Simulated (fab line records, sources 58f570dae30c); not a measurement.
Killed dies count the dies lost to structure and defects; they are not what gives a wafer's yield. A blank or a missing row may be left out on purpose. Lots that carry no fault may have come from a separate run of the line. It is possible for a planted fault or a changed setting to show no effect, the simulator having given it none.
Which tool did it?    flow berkeley-cmos170    42 wafers from 14 lots sampled at 6 of the route's 331 steps

## WHAT EACH GAUGE READ, for each wafer
UCB170_PFIELD_TW_MEAS_09. Usual: for PFIELD_TW the level is 604 and the standard deviation is 5.4.
lot   measured     on             PFIELD_TW    flag
L664  day 5 18:55  film-metro-04  596 595 593  
L665  day 5 19:12  film-metro-01  607 610 613  
L663  day 5 19:20  film-metro-04  595 599 599  
L674  day 7 17:11  film-metro-03  605 603 604  
L673  day 7 17:27  film-metro-03  599 599 604  
L676  day 7 17:38  film-metro-03  603 602 603  
L675  day 7 17:41  film-metro-03  601 598 600  
L679  day 8 20:11  film-metro-03  603 602 603  
L681  day 8 20:29  film-metro-03  606 606 602  
L680  day 8 20:44  film-metro-03  606 606 604  
L682  day 9 08:44  film-metro-01  612 611 609  
L684  day 9 09:38  film-metro-01  612 614 611  
L683  day 9 09:47  film-metro-04  599 602 598  
L685  day 9 20:13  film-metro-01  614 614 613  

UCB170_CONTACT_THK_MEAS_02. Usual: for CONTACT_PSG_THK the level is 700 nm and the standard deviation is 7.7.
lot   measured      on             CONTACT_PSG_THK (nm)     flag
L664  day 8 22:52   film-metro-02  696 693 688              
L665  day 8 23:08   film-metro-01  709 711 708              
L663  day 9 00:42   film-metro-02  705 703 706              
L674  day 10 23:11  film-metro-02  572 576 575 572 576 574  OFF
L673  day 10 23:11  film-metro-04  572 572 569 572 572 570  OFF
L676  day 11 03:19  film-metro-04  709 706 703              
L675  day 11 03:14  film-metro-04  701 698 695              
L679  day 12 05:56  film-metro-02  707 709 711              
L681  day 12 04:10  film-metro-02  700 697 699              
L680  day 12 04:10  film-metro-01  690 694 700              
L682  day 12 22:04  film-metro-01  711 702 711              
L684  day 12 22:04  film-metro-02  708 701 703              
L683  day 12 22:08  film-metro-02  711 702 704              
L685  day 12 22:08  film-metro-04  706 707 708              

UCB170_M1_RS_MEAS_01: a four-point-probe measurement. Usual: for M1_AL_RS the level is 0.0487 ohm/sq and the standard deviation is 0.00044.
lot   measured      on             M1_AL_RS (ohm/sq)     flag
L664  day 9 01:28   film-metro-04  0.0486 0.0493 0.0491  
L665  day 9 02:14   film-metro-02  0.0486 0.0490 0.0483  
L663  day 9 06:10   film-metro-03  0.0490 0.0488 0.0485  
L674  day 11 06:37  film-metro-04  0.0488 0.0486 0.0487  
L673  day 11 04:36  film-metro-03  0.0495 0.0491 0.0495  
L676  day 11 07:38  film-metro-02  0.0482 0.0482 0.0485  
L675  day 11 07:43  film-metro-03  0.0487 0.0487 0.0481  
L679  day 12 08:44  film-metro-04  0.0491 0.0485 0.0488  
L681  day 12 07:12  film-metro-04  0.0486 0.0487 0.0486  
L680  day 12 07:36  film-metro-03  0.0489 0.0486 0.0486  
L682  day 13 02:16  film-metro-02  0.0485 0.0490 0.0487  
L684  day 13 01:55  film-metro-02  0.0482 0.0483 0.0488  
L683  day 13 04:34  film-metro-02  0.0482 0.0481 0.0488  
L685  day 13 03:08  film-metro-03  0.0484 0.0485 0.0487  

UCB170_V1_THK_MEAS_04. Usual: for V1_POLISHED_THK the level is 999.9 nm and the standard deviation is 0.87.
lot   measured      on             V1_POLISHED_THK (nm)  flag
L664  day 9 07:32   film-metro-01  1000.7 999.8 1000.1   
L665  day 9 08:56   film-metro-01  1000.5 1000.5 999.3   
L663  day 9 12:52   film-metro-04  1000.1 999.2 1000.5   
L674  day 11 10:28  film-metro-01  1000.5 999.9 1000.3   
L673  day 11 09:08  film-metro-03  999.8 1000.1 1000.3   
L676  day 11 11:48  film-metro-04  998.5 999.2 1000.3    
L675  day 11 11:50  film-metro-01  999.8 1000.3 1001.0   
L679  day 12 21:07  film-metro-04  998.5 998.2 999.9     
L681  day 12 20:32  film-metro-04  999.4 1000.2 1000.0   
L680  day 12 20:50  film-metro-01  999.8 999.7 1000.0    
L682  day 13 08:28  film-metro-04  998.8 1000.5 998.9    
L684  day 13 07:07  film-metro-01  1000.5 1000.5 1000.0  
L683  day 13 09:22  film-metro-04  998.9 999.1 1000.7    
L685  day 13 09:04  film-metro-01  999.0 998.7 999.3     

## WHICH TOOL RAN EACH LOT (tool, then ch and the chambers of the sampled wafers, then the start)
lot   UCB170_CONTACT_CVD_01        UCB170_CONTACT_ETCH_18
L664  lpcvd-02 ch 0, day 8 21:05   rie-diel-04 ch 0,1,3, day 9 01:28 or earlier
L665  lpcvd-01 ch 1, day 8 21:20   rie-diel-04 ch 0,3, day 9 02:14 or earlier
L663  lpcvd-02 ch 1, day 8 22:52   rie-diel-03 ch 0,2, day 9 06:10 or earlier
L674  lpcvd-01 ch 1, day 10 21:23  rie-diel-04 ch 1,3, day 11 06:37 or earlier
L673  lpcvd-01 ch 1, day 10 21:23  rie-diel-01 ch 1,3, day 11 04:36 or earlier
L676  lpcvd-02 ch 1, day 11 01:28  rie-diel-01 ch 0,1,3, day 11 07:38 or earlier
L675  lpcvd-02 ch 0, day 11 01:28  rie-diel-03 ch 0,3, day 11 07:43 or earlier
L679  lpcvd-02 ch 0, day 12 04:09  rie-diel-03 ch 0,2, day 12 08:44 or earlier
L681  lpcvd-02 ch 1, day 12 02:22  rie-diel-04 ch 0,1, day 12 07:12 or earlier
L680  lpcvd-02 ch 0, day 12 02:22  rie-diel-03 ch 0,1,3, day 12 07:36 or earlier
L682  lpcvd-02 ch 1, day 12 20:17  rie-diel-01 ch 0,2,3, day 13 02:16 or earlier
L684  lpcvd-02 ch 1, day 12 20:17  rie-diel-04 ch 0,2,3, day 13 01:55 or earlier
L683  lpcvd-02 ch 1, day 12 20:17  rie-diel-04 ch 0,1,3, day 13 04:34 or earlier
L685  lpcvd-02 ch 0, day 12 20:17  rie-diel-04 ch 0,2, day 13 03:08 or earlier
- UCB170_CONTACT_CVD_01: deposits PSG from SiH4/O2/PH3, target thk 700 nm, time 2820 s.
- UCB170_CONTACT_ETCH_18: etches PSG in CHF3/CF4/Ar, stops on TiSi2, target depth 840 nm, time 195 s.

## AS READ BY THE TOOLS THEMSELVES (means over the sampled wafers that have a number; for cases with no such wafer, the mark the record gives instead)
UCB170_CONTACT_CVD_01. Usual: sih4-flow-sccm 60.03 sccm, standard deviation 0.17; spike-tc-source-C 464.8 C, standard deviation 2.6; susceptor-temp-C 450.05 C, standard deviation 0.22.
lot   tool      sih4-flow-sccm (sccm)  spike-tc-source-C (C)  susceptor-temp-C (C)  flag
L664  lpcvd-02  59.96                  466.5                  449.92                
L665  lpcvd-01  60.03                  465.4                  450.07                
L663  lpcvd-02  60.28                  462.2                  450.14                
L674  lpcvd-01  30.15                  464.7                  450.03                OFF
L673  lpcvd-01  30.19                  464.8                  450.23                OFF
L676  lpcvd-02  60.01                  462.6                  450.17                
L675  lpcvd-02  60.08                  467.4                  449.80                
L679  lpcvd-02  60.03                  468.0                  450.27                
L681  lpcvd-02  59.98                  462.0                  450.07                
L680  lpcvd-02  60.13                  467.0                  450.25                
L682  lpcvd-02  59.97                  461.1                  450.05                
L684  lpcvd-02  59.87                  462.6                  450.11                
L683  lpcvd-02  59.73                  461.3                  450.45                
L685  lpcvd-02  59.97                  467.6                  450.00                

UCB170_CONTACT_ETCH_18. Usual: drypump-motor-current-A 5.7 A, standard deviation 0.49; oes-product-au 0.893 a.u., standard deviation 0.016; throttle-valve-pct 6.93 %, standard deviation 0.096.
lot   tool         drypump-motor-current-A (A)  oes-product-au (a.u.)  throttle-valve-pct (%)  flag
L664  rie-diel-04  5.9                          0.883                  7.00                    
L665  rie-diel-04  6.0                          0.902                  7.04                    
L663  rie-diel-03  6.3                          0.887                  6.81                    
L674  rie-diel-04  6.0                          0.800                  6.96                    OFF
L673  rie-diel-01  4.7                          0.810                  6.94                    OFF
L676  rie-diel-01  5.0                          0.899                  6.88                    
L675  rie-diel-03  5.6                          0.874                  6.81                    
L679  rie-diel-03  6.3                          0.890                  6.81                    
L681  rie-diel-04  5.9                          0.883                  6.93                    
L680  rie-diel-03  5.5                          0.874                  6.89                    
L682  rie-diel-01  5.5                          0.899                  6.86                    
L684  rie-diel-04  6.0                          0.905                  7.03                    
L683  rie-diel-04  6.0                          0.889                  7.00                    
L685  rie-diel-04  5.9                          0.910                  7.00                    

## THE ANSWER, worked out from the rows above alone
Rule: a lot is off if the mean of its wafers that have a number lies more than 3 standard deviations from the usual mean. Also off: a lot with no number at a reading for which 4 or more lots have one. All remaining lots with rows at the step are treated as sound. First the gauges in route order, then the tools' own readings, where a lot's mean is used as printed above. At the first step where some lot is off, the reading lying furthest off is the one used; lots without a number count as furthest.
Off: L674, L673, seen at UCB170_CONTACT_THK_MEAS_02 (CONTACT_PSG_THK).
A tool fits if, at a process step before that reading, it ran every lot that is off, and no sound lot after the first of them. The gauges at UCB170_CONTACT_THK_MEAS_02 aren't tried: what is off there is off at UCB170_CONTACT_CVD_01 too, on other tools, and a gauge's error can't cause that. One candidate fits, namely lpcvd-01 at UCB170_CONTACT_CVD_01. A fault onset in the window from L665 (day 8 21:20, its last sound lot) to L673 (day 10 21:23, its first lot off) fits.
On the lots that are off, the tool's own readings at UCB170_CONTACT_CVD_01 differ by more than 5 times the standard deviation of the sound lots' means, which bears it out; sih4-flow-sccm reads 30.17 sccm there versus 60.00 sccm on the sound lots.

## WHAT THE SIMULATOR PUT IN
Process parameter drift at UCB170_CONTACT_CVD_01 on lpcvd-01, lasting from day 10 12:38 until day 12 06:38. From 60, the setting sih4-flow-sccm moved by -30. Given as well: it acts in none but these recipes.
Struck lots among those shown: L674, L673. The rule given above showed the same thing.
